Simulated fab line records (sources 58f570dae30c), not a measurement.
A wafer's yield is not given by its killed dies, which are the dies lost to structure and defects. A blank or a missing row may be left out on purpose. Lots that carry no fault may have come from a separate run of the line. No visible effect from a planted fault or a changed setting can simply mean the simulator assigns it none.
What tool caused it? | flow berkeleyCmos170 | 14 lots, 42 wafers sampled, at 4 steps of a route of 331

== WHAT THE GAUGES SHOWED, per wafer ==
UCB170_GATE_THK_MEAS_02.
lot  | measured     | on           | GATE_OXIDE_THK (nm)
L833 | day 7 09:35  | filmMetro-04 | 6.44 6.53 6.53
L830 | day 7 09:35  | filmMetro-02 | 6.52 6.49 6.51
L832 | day 7 09:32  | filmMetro-03 | 6.40 6.55 6.59
L835 | day 8 02:34  | filmMetro-02 | 6.44 6.50 6.53
L834 | day 8 02:34  | filmMetro-03 | 6.52 6.36 6.33
L836 | day 8 12:46  | filmMetro-02 | 6.64 6.44 6.56
L837 | day 8 22:53  | filmMetro-02 | 7.88 7.98 7.95
L838 | day 8 22:52  | filmMetro-04 | 7.96 7.91 7.90
L840 | day 9 09:53  | filmMetro-02 | 6.47 6.53 6.47
L842 | day 9 19:22  | filmMetro-03 | 6.69 6.53 6.52
L850 | day 11 18:29 | filmMetro-03 | 6.42 6.54 6.48
L851 | day 11 18:28 | filmMetro-04 | 6.54 6.36 6.42
L849 | day 11 18:28 | filmMetro-02 | 6.44 6.47 6.50
L852 | day 12 00:22 | filmMetro-04 | 6.66 6.52 6.64

== EACH LOT AND THE TOOL THAT RAN IT (in order: tool; ch and the chambers of the sampled wafers; start) ==
lot  | UCB170_PFIELD_STRIP_08              | UCB170_NVT_STRIP_08                 | UCB170_GATE_OXIDATION_01
L833 | plasmaAsher-01 ch 0,1, day 5 04:11  | plasmaAsher-02 ch 0,1, day 7 01:44  | furnace-01 ch 0, day 7 08:02
L830 | plasmaAsher-04 ch 0,1, day 5 04:28  | plasmaAsher-04 ch 0,1, day 7 01:13  | furnace-01 ch 0, day 7 08:02
L832 | plasmaAsher-02 ch 0,1, day 5 04:50  | plasmaAsher-03 ch 0,1, day 7 01:28  | furnace-01 ch 0, day 7 08:02
L835 | plasmaAsher-04 ch 0,1, day 5 19:34  | plasmaAsher-03 ch 0,1, day 7 16:35  | furnace-01 ch 0, day 8 01:04
L834 | plasmaAsher-02 ch 0,1, day 5 19:55  | plasmaAsher-02 ch 0,1, day 7 16:20  | furnace-01 ch 0, day 8 01:04
L836 | plasmaAsher-02 ch 0,1, day 6 10:10  | plasmaAsher-02 ch 0,1, day 8 02:38  | furnace-04 ch 0, day 8 11:16
L837 | plasmaAsher-02 ch 0,1, day 6 18:28  | plasmaAsher-03 ch 0,1, day 8 11:47  | furnace-01 ch 0, day 8 21:22
L838 | plasmaAsher-01 ch 0,1, day 6 18:58  | plasmaAsher-04 ch 0,1, day 8 11:31  | furnace-01 ch 0, day 8 21:22
L840 | plasmaAsher-04 ch 0,1, day 7 02:06  | plasmaAsher-02 ch 0,1, day 9 01:34  | furnace-04 ch 0, day 9 08:18
L842 | plasmaAsher-02 ch 0,1, day 7 15:04  | plasmaAsher-04 ch 0,1, day 9 11:52  | furnace-02 ch 0, day 9 17:52
L850 | plasmaAsher-01 ch 0,1, day 9 16:04  | plasmaAsher-02 ch 0,1, day 11 07:55 | furnace-02 ch 0, day 11 16:58
L851 | plasmaAsher-04 ch 0,1, day 9 16:18  | plasmaAsher-03 ch 0,1, day 11 07:50 | furnace-02 ch 0, day 11 16:58
L849 | plasmaAsher-01 ch 0,1, day 9 17:02  | plasmaAsher-03 ch 0,1, day 11 08:05 | furnace-02 ch 0, day 11 16:58
L852 | plasmaAsher-04 ch 0,1, day 10 01:08 | plasmaAsher-02 ch 0,1, day 11 14:49 | furnace-02 ch 0, day 11 22:50
- UCB170_PFIELD_STRIP_08: strips in O2.
- UCB170_NVT_STRIP_08: strips in O2.
- UCB170_GATE_OXIDATION_01: target thk 6.6 nm, ox time 1800 s.

== AS READ BY THE TOOLS THEMSELVES (means over the sampled wafers that have a number; for cases with no such wafer, the mark the record gives instead) ==
UCB170_PFIELD_STRIP_08.
lot  | tool           | drypumpMotorCurrentA (A) | oesProductAu (a.u.) | stripTimeToEndpointS (s)
L833 | plasmaAsher-01 | 6.0                      | 0.732               | 21.60
L830 | plasmaAsher-04 | 5.8                      | 0.734               | 21.72
L832 | plasmaAsher-02 | 5.2                      | 0.734               | 21.62
L835 | plasmaAsher-04 | 5.6                      | 0.734               | 21.67
L834 | plasmaAsher-02 | 5.6                      | 0.735               | 21.57
L836 | plasmaAsher-02 | 5.5                      | 0.733               | 21.59
L837 | plasmaAsher-02 | 5.5                      | 0.736               | 21.58
L838 | plasmaAsher-01 | 6.0                      | 0.732               | 21.53
L840 | plasmaAsher-04 | 5.6                      | 0.734               | 21.65
L842 | plasmaAsher-02 | 5.5                      | 0.732               | 21.71
L850 | plasmaAsher-01 | 6.3                      | 0.736               | 21.65
L851 | plasmaAsher-04 | 5.6                      | 0.735               | 21.66
L849 | plasmaAsher-01 | 6.0                      | 0.734               | 21.71
L852 | plasmaAsher-04 | 5.8                      | 0.736               | 21.60

UCB170_NVT_STRIP_08.
lot  | tool           | drypumpMotorCurrentA (A) | oesProductAu (a.u.) | stripTimeToEndpointS (s)
L833 | plasmaAsher-02 | 5.2                      | 0.736               | 21.74
L830 | plasmaAsher-04 | 5.8                      | 0.731               | 21.63
L832 | plasmaAsher-03 | 5.6                      | 0.731               | 21.57
L835 | plasmaAsher-03 | 5.6                      | 0.735               | 21.63
L834 | plasmaAsher-02 | 5.2                      | 0.731               | 21.58
L836 | plasmaAsher-02 | 5.6                      | 0.730               | 21.60
L837 | plasmaAsher-03 | 5.6                      | 0.732               | 21.81
L838 | plasmaAsher-04 | 5.8                      | 0.739               | 21.59
L840 | plasmaAsher-02 | 5.5                      | 0.735               | 21.63
L842 | plasmaAsher-04 | 5.6                      | 0.735               | 21.55
L850 | plasmaAsher-02 | 5.2                      | 0.734               | 21.69
L851 | plasmaAsher-03 | 5.5                      | 0.734               | 21.62
L849 | plasmaAsher-03 | 5.3                      | 0.732               | 21.59
L852 | plasmaAsher-02 | 5.2                      | 0.735               | 21.63

UCB170_GATE_OXIDATION_01.
lot  | tool       | spikeTcCentreC (C) | spikeTcLoadC (C) | spikeTcSourceC (C) | tubeCenterTempC (C) | tube_center_temp_C_max
L833 | furnace-01 | 851.5              | 878              | 873.3              | 850.03              | 852.2
L830 | furnace-01 | 850.9              | 878              | 872.5              | 850.04              | 852.2
L832 | furnace-01 | 851.0              | 877              | 872.2              | 849.91              | 852.5
L835 | furnace-01 | 850.8              | 877              | 873.4              | 850.02              | 852.2
L834 | furnace-01 | 851.5              | 878              | 872.5              | 850.03              | 852.0
L836 | furnace-04 | 852.8              | 873              | 871.5              | 849.96              | 852.1
L837 | furnace-01 | 867.6              | 894              | 888.9              | 865.98              | 868.0
L838 | furnace-01 | 867.3              | 894              | 889.9              | 866.02              | 868.6
L840 | furnace-04 | 851.1              | 872              | 871.7              | 850.06              | 852.6
L842 | furnace-02 | 853.6              | 872              | 868.2              | 849.97              | 852.0
L850 | furnace-02 | 853.2              | 871              | 869.1              | 850.00              | 852.0
L851 | furnace-02 | 852.2              | 871              | 868.8              | 850.03              | 852.0
L849 | furnace-02 | 853.5              | 870              | 869.7              | 850.02              | 852.0
L852 | furnace-02 | 854.0              | 871              | 868.3              | 849.99              | 851.8

== THE ANSWER, worked out from the rows above alone ==
Rule: the usual values come from the lots themselves. The widest of any qualifying gaps counts: lots, ordered by their means at a reading, are off when they make up no more than a third of the lots, leave a main group of 4 or more, and stand apart from it by 3 or more times the standard deviation of that group's means. The tables above print the reading to a certain number of digits; a main group whose means all agree to those digits is not used. Also off: a lot with no number at a reading for which 4 or more lots have one. The other lots that the step has rows for count as sound. Order of review: gauges by route order, followed by the tools' own readings, for which a lot's mean as printed above is used. The first step at which some lot is off is used, and at that step the reading that is off furthest; a lot without a number counts as furthest.
Off: L837, L838, at UCB170_GATE_THK_MEAS_02 (GATE_OXIDE_THK). Mean 6.50 nm and standard deviation 0.054 in the main group.
A tool fits if, at a process step before that reading, it ran every lot that is off, and no sound lot after the first of them. The gauges at UCB170_GATE_THK_MEAS_02 aren't tried: what is off there is off at UCB170_GATE_OXIDATION_01 too, on other tools, and a gauge's error can't cause that. One fits: furnace-01 at UCB170_GATE_OXIDATION_01. A fault onset in the window from L834 (day 8 01:04, its last sound lot) to L837 (day 8 21:22, its first lot off) fits.
The tool's own readings at UCB170_GATE_OXIDATION_01 bear it out: on the lots that are off they differ by more than 5 times the standard deviation of the sound lots' means. spikeTcCentreC reads 867.5 C there against 852.2 C on the sound lots; spikeTcLoadC reads 894 C there against 874 C on the sound lots; spikeTcSourceC reads 889.4 C there against 870.9 C on the sound lots; tubeCenterTempC reads 866.00 C there against 850.00 C on the sound lots; tube_center_temp_C_max reads 868.3 there against 852.1 on the sound lots.

== WHAT THE SIMULATOR HAD INSERTED ==
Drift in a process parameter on furnace-01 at UCB170_GATE_OXIDATION_01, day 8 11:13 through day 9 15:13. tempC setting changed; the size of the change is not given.
Shown lots that were struck: L838, L837. The rule given above showed the same thing.
